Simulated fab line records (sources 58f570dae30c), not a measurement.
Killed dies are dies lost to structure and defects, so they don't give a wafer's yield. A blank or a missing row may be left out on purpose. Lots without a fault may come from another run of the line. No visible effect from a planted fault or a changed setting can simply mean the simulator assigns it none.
Which tool did it? + flow berkeley-cmos170 + 14 lots with 42 wafers sampled at 4 steps, on a route of 331 steps

WHAT EACH GAUGE READ, for each wafer
UCB170_GATE_THK_MEAS_02. Usual: GATE_OXIDE_THK gives 6.51 nm (standard deviation 0.096).
| lot  | measured     | on            | GATE_OXIDE_THK (nm) | flag |
|------|--------------|---------------|---------------------|------|
| L833 | day 7 09:35  | film-metro-04 | 6.44 6.53 6.53      |      |
| L830 | day 7 09:35  | film-metro-02 | 6.52 6.49 6.51      |      |
| L832 | day 7 09:32  | film-metro-03 | 6.40 6.55 6.59      |      |
| L835 | day 8 02:34  | film-metro-02 | 6.44 6.50 6.53      |      |
| L834 | day 8 02:34  | film-metro-03 | 6.52 6.36 6.33      |      |
| L836 | day 8 12:46  | film-metro-02 | 6.64 6.44 6.56      |      |
| L837 | day 8 22:53  | film-metro-02 | 7.88 7.98 7.95      | OFF  |
| L838 | day 8 22:52  | film-metro-04 | 7.96 7.91 7.90      | OFF  |
| L840 | day 9 09:53  | film-metro-02 | 6.47 6.53 6.47      |      |
| L842 | day 9 19:22  | film-metro-03 | 6.69 6.53 6.52      |      |
| L850 | day 11 18:29 | film-metro-03 | 6.42 6.54 6.48      |      |
| L851 | day 11 18:28 | film-metro-04 | 6.54 6.36 6.42      |      |
| L849 | day 11 18:28 | film-metro-02 | 6.44 6.47 6.50      |      |
| L852 | day 12 00:22 | film-metro-04 | 6.66 6.52 6.64      |      |

WHAT TOOL EACH LOT RAN ON (gives the tool, then ch and the chambers of the sampled wafers, and finally the start)
| lot  | UCB170_PFIELD_STRIP_08               | UCB170_NVT_STRIP_08                  | UCB170_GATE_OXIDATION_01      |
|------|--------------------------------------|--------------------------------------|-------------------------------|
| L833 | plasma-asher-01 ch 0,1, day 5 04:11  | plasma-asher-02 ch 0,1, day 7 01:44  | furnace-01 ch 0, day 7 08:02  |
| L830 | plasma-asher-04 ch 0,1, day 5 04:28  | plasma-asher-04 ch 0,1, day 7 01:13  | furnace-01 ch 0, day 7 08:02  |
| L832 | plasma-asher-02 ch 0,1, day 5 04:50  | plasma-asher-03 ch 0,1, day 7 01:28  | furnace-01 ch 0, day 7 08:02  |
| L835 | plasma-asher-04 ch 0,1, day 5 19:34  | plasma-asher-03 ch 0,1, day 7 16:35  | furnace-01 ch 0, day 8 01:04  |
| L834 | plasma-asher-02 ch 0,1, day 5 19:55  | plasma-asher-02 ch 0,1, day 7 16:20  | furnace-01 ch 0, day 8 01:04  |
| L836 | plasma-asher-02 ch 0,1, day 6 10:10  | plasma-asher-02 ch 0,1, day 8 02:38  | furnace-04 ch 0, day 8 11:16  |
| L837 | plasma-asher-02 ch 0,1, day 6 18:28  | plasma-asher-03 ch 0,1, day 8 11:47  | furnace-01 ch 0, day 8 21:22  |
| L838 | plasma-asher-01 ch 0,1, day 6 18:58  | plasma-asher-04 ch 0,1, day 8 11:31  | furnace-01 ch 0, day 8 21:22  |
| L840 | plasma-asher-04 ch 0,1, day 7 02:06  | plasma-asher-02 ch 0,1, day 9 01:34  | furnace-04 ch 0, day 9 08:18  |
| L842 | plasma-asher-02 ch 0,1, day 7 15:04  | plasma-asher-04 ch 0,1, day 9 11:52  | furnace-02 ch 0, day 9 17:52  |
| L850 | plasma-asher-01 ch 0,1, day 9 16:04  | plasma-asher-02 ch 0,1, day 11 07:55 | furnace-02 ch 0, day 11 16:58 |
| L851 | plasma-asher-04 ch 0,1, day 9 16:18  | plasma-asher-03 ch 0,1, day 11 07:50 | furnace-02 ch 0, day 11 16:58 |
| L849 | plasma-asher-01 ch 0,1, day 9 17:02  | plasma-asher-03 ch 0,1, day 11 08:05 | furnace-02 ch 0, day 11 16:58 |
| L852 | plasma-asher-04 ch 0,1, day 10 01:08 | plasma-asher-02 ch 0,1, day 11 14:49 | furnace-02 ch 0, day 11 22:50 |
- UCB170_PFIELD_STRIP_08: strips in O2.
- UCB170_NVT_STRIP_08: strips in O2.
- UCB170_GATE_OXIDATION_01: target thk 6.6 nm, ox time 1800 s.

WHAT THE TOOLS THEMSELVES READ (means of the sampled wafers that have a number; where no wafer has one, the mark that the record gives instead)
UCB170_PFIELD_STRIP_08. Usual: drypump-motor-current-A 5.7 A, standard deviation 0.53; oes-product-au 0.734 a.u., standard deviation 0.0044; strip-time-to-endpoint-s 21.65 s, standard deviation 0.063.
| lot  | tool            | drypump-motor-current-A (A) | oes-product-au (a.u.) | strip-time-to-endpoint-s (s) | flag |
|------|-----------------|-----------------------------|-----------------------|------------------------------|------|
| L833 | plasma-asher-01 | 6.0                         | 0.732                 | 21.60                        |      |
| L830 | plasma-asher-04 | 5.8                         | 0.734                 | 21.72                        |      |
| L832 | plasma-asher-02 | 5.2                         | 0.734                 | 21.62                        |      |
| L835 | plasma-asher-04 | 5.6                         | 0.734                 | 21.67                        |      |
| L834 | plasma-asher-02 | 5.6                         | 0.735                 | 21.57                        |      |
| L836 | plasma-asher-02 | 5.5                         | 0.733                 | 21.59                        |      |
| L837 | plasma-asher-02 | 5.5                         | 0.736                 | 21.58                        |      |
| L838 | plasma-asher-01 | 6.0                         | 0.732                 | 21.53                        |      |
| L840 | plasma-asher-04 | 5.6                         | 0.734                 | 21.65                        |      |
| L842 | plasma-asher-02 | 5.5                         | 0.732                 | 21.71                        |      |
| L850 | plasma-asher-01 | 6.3                         | 0.736                 | 21.65                        |      |
| L851 | plasma-asher-04 | 5.6                         | 0.735                 | 21.66                        |      |
| L849 | plasma-asher-01 | 6.0                         | 0.734                 | 21.71                        |      |
| L852 | plasma-asher-04 | 5.8                         | 0.736                 | 21.60                        |      |

UCB170_NVT_STRIP_08. Usual: drypump-motor-current-A 5.5 A, standard deviation 0.44; oes-product-au 0.734 a.u., standard deviation 0.0042; strip-time-to-endpoint-s 21.65 s, standard deviation 0.075.
| lot  | tool            | drypump-motor-current-A (A) | oes-product-au (a.u.) | strip-time-to-endpoint-s (s) | flag |
|------|-----------------|-----------------------------|-----------------------|------------------------------|------|
| L833 | plasma-asher-02 | 5.2                         | 0.736                 | 21.74                        |      |
| L830 | plasma-asher-04 | 5.8                         | 0.731                 | 21.63                        |      |
| L832 | plasma-asher-03 | 5.6                         | 0.731                 | 21.57                        |      |
| L835 | plasma-asher-03 | 5.6                         | 0.735                 | 21.63                        |      |
| L834 | plasma-asher-02 | 5.2                         | 0.731                 | 21.58                        |      |
| L836 | plasma-asher-02 | 5.6                         | 0.730                 | 21.60                        |      |
| L837 | plasma-asher-03 | 5.6                         | 0.732                 | 21.81                        |      |
| L838 | plasma-asher-04 | 5.8                         | 0.739                 | 21.59                        |      |
| L840 | plasma-asher-02 | 5.5                         | 0.735                 | 21.63                        |      |
| L842 | plasma-asher-04 | 5.6                         | 0.735                 | 21.55                        |      |
| L850 | plasma-asher-02 | 5.2                         | 0.734                 | 21.69                        |      |
| L851 | plasma-asher-03 | 5.5                         | 0.734                 | 21.62                        |      |
| L849 | plasma-asher-03 | 5.3                         | 0.732                 | 21.59                        |      |
| L852 | plasma-asher-02 | 5.2                         | 0.735                 | 21.63                        |      |

UCB170_GATE_OXIDATION_01. Usual: spike-tc-centre-C 852.1 C, standard deviation 1.4; spike-tc-load-C 875 C, standard deviation 3.4; spike-tc-source-C 871.2 C, standard deviation 1.9; tube-center-temp-C 850.01 C, standard deviation 0.074; tube_center_temp_C_max 852.2, standard deviation 0.39.
| lot  | tool       | spike-tc-centre-C (C) | spike-tc-load-C (C) | spike-tc-source-C (C) | tube-center-temp-C (C) | tube_center_temp_C_max | flag |
|------|------------|-----------------------|---------------------|-----------------------|------------------------|------------------------|------|
| L833 | furnace-01 | 851.5                 | 878                 | 873.3                 | 850.03                 | 852.2                  |      |
| L830 | furnace-01 | 850.9                 | 878                 | 872.5                 | 850.04                 | 852.2                  |      |
| L832 | furnace-01 | 851.0                 | 877                 | 872.2                 | 849.91                 | 852.5                  |      |
| L835 | furnace-01 | 850.8                 | 877                 | 873.4                 | 850.02                 | 852.2                  |      |
| L834 | furnace-01 | 851.5                 | 878                 | 872.5                 | 850.03                 | 852.0                  |      |
| L836 | furnace-04 | 852.8                 | 873                 | 871.5                 | 849.96                 | 852.1                  |      |
| L837 | furnace-01 | 867.6                 | 894                 | 888.9                 | 865.98                 | 868.0                  | OFF  |
| L838 | furnace-01 | 867.3                 | 894                 | 889.9                 | 866.02                 | 868.6                  | OFF  |
| L840 | furnace-04 | 851.1                 | 872                 | 871.7                 | 850.06                 | 852.6                  |      |
| L842 | furnace-02 | 853.6                 | 872                 | 868.2                 | 849.97                 | 852.0                  |      |
| L850 | furnace-02 | 853.2                 | 871                 | 869.1                 | 850.00                 | 852.0                  |      |
| L851 | furnace-02 | 852.2                 | 871                 | 868.8                 | 850.03                 | 852.0                  |      |
| L849 | furnace-02 | 853.5                 | 870                 | 869.7                 | 850.02                 | 852.0                  |      |
| L852 | furnace-02 | 854.0                 | 871                 | 868.3                 | 849.99                 | 851.8                  |      |

THE ANSWER, worked out from the rows above alone
Rule: a lot counts as off when the mean over its wafers that have a number is more than 3 standard deviations away from the usual mean. A lot without any number at a reading at which 4 lots or more have one is off too. Any other lot the step has rows for is counted as sound. Order of review: gauges by route order, followed by the tools' own readings, for which a lot's mean as printed above is used. At the first step where some lot is off, the reading lying furthest off is the one used; lots without a number count as furthest.
Off: at UCB170_GATE_THK_MEAS_02 (GATE_OXIDE_THK), L837, L838.
If a tool, at a process step before that reading, ran all the lots that are off and no sound lot after the first of them, it fits. Not tried: the gauges at UCB170_GATE_THK_MEAS_02; whatever is off there is also off at UCB170_GATE_OXIDATION_01, on other tools, and gauge error can't account for it. One fits: furnace-01 at UCB170_GATE_OXIDATION_01. Its last sound lot is L834 (day 8 01:04), its first lot that is off L837 (day 8 21:22): a fault that began between those two fits.
The tool's own readings at UCB170_GATE_OXIDATION_01 bear it out: on the lots that are off they differ by more than 5 times the standard deviation of the sound lots' means. spike-tc-centre-C reads 867.5 C there against 852.2 C on the sound lots; spike-tc-load-C reads 894 C there against 874 C on the sound lots; spike-tc-source-C reads 889.4 C there against 870.9 C on the sound lots; tube-center-temp-C reads 866.00 C there against 850.00 C on the sound lots; tube_center_temp_C_max reads 868.3 there against 852.1 on the sound lots.

WHAT THE SIMULATOR HAD PUT IN
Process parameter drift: furnace-01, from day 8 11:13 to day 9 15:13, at UCB170_GATE_OXIDATION_01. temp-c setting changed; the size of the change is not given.
Lots struck among those shown: L838, L837. This agrees with what the rule above found.
